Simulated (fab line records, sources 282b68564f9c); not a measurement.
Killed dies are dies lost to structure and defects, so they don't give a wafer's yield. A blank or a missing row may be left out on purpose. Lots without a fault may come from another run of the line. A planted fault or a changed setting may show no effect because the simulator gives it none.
A struck lot beside a sound one | flow rit_cmos | 44 steps out of a route of 202
Sound: wafers L282.2, L282.3, L282.6. Struck: wafers L271.1, L271.2, L271.4. The cause comes at the end.
At each step with rows: each side's tool, then ch and its chambers, then its first start. Under that, the readings that differ: sound wafers | struck wafers | difference of the means | sigmas: that difference in standard deviations of wafers without a fault.
alike: readings whose means differ by less than 2 such deviations, and words and numbers that are the same on both sides. not compared: withheld readings, readings that some wafer has no value for, bounds like >300 that may hide the same value, and numbers for which the record gives no deviation and whose values overlap.
The two part at a step that has a row with sigmas, a row that says differs or no value, or rows on one side only. Numbers that don't overlap but have no deviation are shown without sigmas and don't part them. A reading that every wafer of one side lacks parts them only if that side has two wafers or more.

first, 3 steps without rows for these wafers: RIT_REOX_CLEAN_01 (cleans in dHF, time 30 s); RIT_REOX_CLEAN_02 (cleans in SC2, time 600 s); RIT_REOX_OXIDATION_03 (target thk 25.2 nm, ox time 5580 s).
RIT_REOX_THK_MEAS_04:
  sound on film_metro-04, day 6 16:56; struck on film_metro-04, day 4 15:06
  alike: REOX_OXIDE_THK
then, 6 steps without rows for these wafers: RIT_NLDD_HMDS_00 (prime time 60 s); RIT_NLDD_COAT_01 (resist thk 1000 nm); RIT_NLDD_SOFTBAKE_02 (time 60 s); RIT_NLDD_EXPOSE_03 (exposes mask M7, target cd 40700 nm); RIT_NLDD_PEB_04; RIT_NLDD_DEVELOP_05 (develop time 50 s).
RIT_NLDD_OVL_MEAS_06:
  sound on overlay-02, day 6 18:07; struck on overlay-02, day 4 16:53
  alike: NLDD_OVL
then, 1 step without rows for these wafers: RIT_NLDD_HARDBAKE_07 (time 60 s).
RIT_NLDD_IMPLANT_08:
  sound on implanter-02 ch 0, day 6 18:19; struck on implanter-04 ch 0, day 4 17:04
  reading                   | sound                | struck               | difference | sigmas
  beam_energy_keV           | 19.998 19.998 19.996 | 26.004 25.992 26.009 | +6.004     | +99 or more
  model.implant.rp_nm (nm)  | 27.69 27.69 27.69    | 33.3 33.3 33.3       | +5.6       |
  model.implant.drp_nm (nm) | 12.97 12.97 12.97    | 15.19 15.19 15.19    | +2.22      |
  alike: dose_ions_cm2, tilt_deg
RIT_NLDD_STRIP_09: strips in O2, time 180 s.
  sound on plasma_asher-01 ch 0,1, day 6 18:27; struck on plasma_asher-02 ch 0,1, day 4 17:13
  alike: drypump_motor_current_A, o2_flow_sccm
  not compared: rf_hours_counter_h
RIT_NLDD_TW_MEAS_10:
  sound on film_metro-01, day 6 18:38; struck on film_metro-02, day 4 17:23
  reading | sound          | struck         | difference | sigmas
  NLDD_TW | 2507 2509 2516 | 2700 2688 2698 | +185       | +17
then, 6 steps without rows for these wafers: RIT_PLDD_HMDS_00 (prime time 60 s); RIT_PLDD_COAT_01 (resist thk 1000 nm); RIT_PLDD_SOFTBAKE_02 (time 60 s); RIT_PLDD_EXPOSE_03 (exposes mask M8, target cd 40900 nm); RIT_PLDD_PEB_04; RIT_PLDD_DEVELOP_05 (develop time 50 s).
RIT_PLDD_OVL_MEAS_06:
  sound on overlay-01, day 6 19:32; struck on overlay-02, day 4 18:40
  alike: PLDD_OVL
then, 2 steps without rows for these wafers: RIT_PLDD_HARDBAKE_07 (time 60 s); RIT_PLDD_IMPLANT_08.
RIT_PLDD_STRIP_09: strips in O2, time 180 s.
  sound on plasma_asher-04 ch 1, day 6 19:52; struck on plasma_asher-04 ch 0,1, day 4 18:59
  alike: drypump_motor_current_A, o2_flow_sccm
  not compared: rf_hours_counter_h
RIT_PLDD_TW_MEAS_10:
  sound on film_metro-01, day 6 20:05; struck on film_metro-02, day 4 19:10
  alike: PLDD_TW
then, 4 steps without rows for these wafers: RIT_SPACER_CLEAN_00 (cleans in SC1, time 600 s); RIT_SPACER_CLEAN_01 (cleans in dHF, time 30 s); RIT_SPACER_CLEAN_02 (cleans in SC2, time 600 s); RIT_SPACER_CVD_03 (deposits Si3N4 from SiH2Cl2/NH3, target thk 250 nm, time 3300 s).
RIT_SPACER_THK_MEAS_04:
  sound on film_metro-01, day 6 23:25; struck on film_metro-04, day 4 21:59
  alike: SPACER_NITRIDE_THK
RIT_SPACER_ETCHBACK_05: etches Si3N4 in SF6/CHF3, stops on SiO2, target depth 250 nm, time 240 s.
  sound on rie_diel-04 ch 0,1,2, day 6 23:28; struck on rie_diel-03 ch 0,1,3, day 4 22:03
  alike: drypump_motor_current_A, oes_product_au, throttle_valve_pct
  not compared: rf_hours_counter_h
then, 6 steps without rows for these wafers: RIT_NSD_HMDS_00 (prime time 60 s); RIT_NSD_COAT_01 (resist thk 1000 nm); RIT_NSD_SOFTBAKE_02 (time 60 s); RIT_NSD_EXPOSE_03 (exposes mask M9, target cd 40700 nm); RIT_NSD_PEB_04; RIT_NSD_DEVELOP_05 (develop time 50 s).
RIT_NSD_OVL_MEAS_06:
  sound on overlay-02, day 7 00:36; struck on overlay-02, day 4 23:16
  alike: NSD_OVL
then, 2 steps without rows for these wafers: RIT_NSD_HARDBAKE_07 (time 60 s); RIT_NSD_IMPLANT_08.
RIT_NSD_STRIP_09: strips in O2, time 180 s.
  sound on plasma_asher-01 ch 0,1, day 7 00:56; struck on plasma_asher-03 ch 0,1, day 4 23:36
  alike: drypump_motor_current_A, o2_flow_sccm
  not compared: rf_hours_counter_h
RIT_SDANNEAL_RS_MEAS_07: measures by four-point-probe.
  sound on film_metro-01, day 7 03:32; struck on film_metro-01, day 5 02:02
  reading          | sound             | struck            | difference | sigmas
  NLDD_RS (ohm/sq) | 151.3 151.4 151.7 | 147.8 148.5 148.7 | -3.1       | -5
RIT_M1_PROBE_99:
  sound on prober-01, day 7 10:37; struck on prober-02, day 5 09:42
  reading                                 | sound               | struck               | difference | sigmas
  model.etest.nldd.rs_ohm_sq              | 363.3 366.5 362.6   | 298.5 290.7 298.2    | -68.3      |
  model.etest.nmos_0p15.r_on_ohm_um       | 1130 1140 1133      | 1063 1067 1047       | -75        |
  model.etest.nldd.line_ohm_um            | 114.3 115.6 114.3   | 93.89 92.34 93.75    | -21.41     |
  model.etest.nmos_0p3.off_log10_a_um     | -12.83 -12.99 -13.1 | -13.27 -13.3 -13.18  | -0.28      |
  model.etest.nmos_turned.isub_log10_a_um | -7.117 -7.152 -7.14 | -7.089 -7.005 -7.076 | +0.080     |
  model.etest.diode_nplus_pwell.bv_v (V)  | 5.972 5.974 5.948   | 6.09 6.112 6.034     | +0.11      |
  alike: killed_at_M0_to_M3, killed_at_front_end, killed_dies, killed_open, killed_short
  not compared: model.etest.nmos_0p15.off_log10_a_um, model.etest.nmos_0p15.isub_log10_a_um

WHERE THEY PART
First at RIT_NLDD_IMPLANT_08; last, within this record, at RIT_SDANNEAL_RS_MEAS_07. Later steps at which nothing parts them and some readings are alike: RIT_M1_PROBE_99.

WHY: what the simulator had put in
Process parameter drift: implanter-04, from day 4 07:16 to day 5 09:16, at RIT_NLDD_IMPLANT_08. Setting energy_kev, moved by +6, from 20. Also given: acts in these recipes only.
